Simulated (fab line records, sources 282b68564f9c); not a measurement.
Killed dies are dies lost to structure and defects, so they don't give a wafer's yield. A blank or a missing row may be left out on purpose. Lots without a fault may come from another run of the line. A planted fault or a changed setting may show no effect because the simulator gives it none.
A struck lot beside a sound one | flow rit_cmos | 26 steps out of a route of 202
Sound: wafers L636.2, L636.3, L636.5. Struck: wafers L648.4, L648.5, L648.6. The cause comes at the end.
At each step with rows: each side's tool, then ch and its chambers, then its first start. Under that, the readings that differ: sound wafers | struck wafers | difference of the means | sigmas: that difference in standard deviations of wafers without a fault.
alike: readings whose means differ by less than 2 such deviations, and words and numbers that are the same on both sides. not compared: withheld readings, readings that some wafer has no value for, bounds like >300 that may hide the same value, and numbers for which the record gives no deviation and whose values overlap.
The two part at a step that has a row with sigmas, a row that says differs or no value, or rows on one side only. Numbers that don't overlap but have no deviation are shown without sigmas and don't part them. A reading that every wafer of one side lacks parts them only if that side has two wafers or more.

first, 2 steps without rows for these wafers: RIT_FOX2_CLEAN_02 (cleans in dHF, time 180 s); RIT_FOX2_WET_ETCH_03 (etches Si3N4 in H3PO4, target depth 195 nm, time 2700 s).
RIT_FOX2_THK_MEAS_90:
  sound on film_metro-01, day 3 06:27; struck on film_metro-01, day 5 18:19
  alike: FIELD_OXIDE_LEFT_1_THK
then, 6 steps without rows for these wafers: RIT_NWELL_HMDS_00 (prime time 60 s); RIT_NWELL_COAT_01 (resist thk 1300 nm); RIT_NWELL_SOFTBAKE_02 (time 57.39 s); RIT_NWELL_EXPOSE_03 (exposes mask M2, target cd 43900 nm); RIT_NWELL_PEB_04; RIT_NWELL_DEVELOP_05 (develop time 68 s).
RIT_NWELL_OVL_MEAS_06:
  sound on overlay-02, day 3 07:31; struck on overlay-01, day 5 19:14
  alike: NWELL_OVL
then, 2 steps without rows for these wafers: RIT_NWELL_HARDBAKE_07 (time 120 s); RIT_NWELL_IMPLANT_08.
RIT_NWELL_STRIP_09: strips in O2, time 180 s.
  sound on plasma_asher-03 ch 0,1, day 3 07:59; struck on plasma_asher-01 ch 0,1, day 5 19:43
  no value came back on the struck wafers for chamber_pressure_mTorr (mTorr), drypump_motor_current_A (A); on the sound wafers chamber_pressure_mTorr (mTorr) reads 3995 3997 4008
  reading                                    | sound | struck         | difference | sigmas
  model.NOVOLAK_of_NWELL_COAT_01.thk_nm (nm) | 0 0 0 | 1136 1134 1135 | +1135      |
  not compared: rf_hours_counter_h
RIT_NWELL_TW_MEAS_10:
  sound on film_metro-03, day 3 08:10; struck on film_metro-02, day 5 19:52
  alike: NWELL_TW
then, 2 steps without rows for these wafers: RIT_PWELL_HMDS_00 (prime time 60 s); RIT_PWELL_COAT_01 (resist thk 1300 nm).
RIT_PWELL_SOFTBAKE_02: time 61.64 s.
  sound on litho_track-03 ch 0, day 3 08:33; struck on litho_track-02 ch 0, day 5 20:16
  alike: plate_sensor_t_centre_C, plate_sensor_t_edge_C
then, 3 steps without rows for these wafers: RIT_PWELL_EXPOSE_03 (exposes mask M3, target cd 43700 nm); RIT_PWELL_PEB_04; RIT_PWELL_DEVELOP_05 (develop time 68 s).
RIT_PWELL_OVL_MEAS_06:
  sound on overlay-01, day 3 09:14; struck on overlay-01, day 5 20:47
  alike: PWELL_OVL
then, 2 steps without rows for these wafers: RIT_PWELL_HARDBAKE_07 (time 120 s); RIT_PWELL_IMPLANT_08.
RIT_PWELL_STRIP_09: strips in O2, time 180 s.
  sound on plasma_asher-01 ch 0,1, day 3 09:40; struck on plasma_asher-02 ch 0,1, day 5 21:16
  alike: chamber_pressure_mTorr, drypump_motor_current_A
  not compared: rf_hours_counter_h
RIT_PWELL_TW_MEAS_10:
  sound on film_metro-03, day 3 09:51; struck on film_metro-01, day 5 21:25
  reading  | sound       | struck   | difference | sigmas
  PWELL_TW | 951 951 947 | 30 30 30 | -920       | -99 or more
then, 1 step without rows for these wafers: RIT_WELLDRIVE_ANNEAL_00 (time 14700 s).

WHERE THEY PART
First at RIT_NWELL_STRIP_09; last, within this record, at RIT_PWELL_TW_MEAS_10.

WHY: what the simulator had put in
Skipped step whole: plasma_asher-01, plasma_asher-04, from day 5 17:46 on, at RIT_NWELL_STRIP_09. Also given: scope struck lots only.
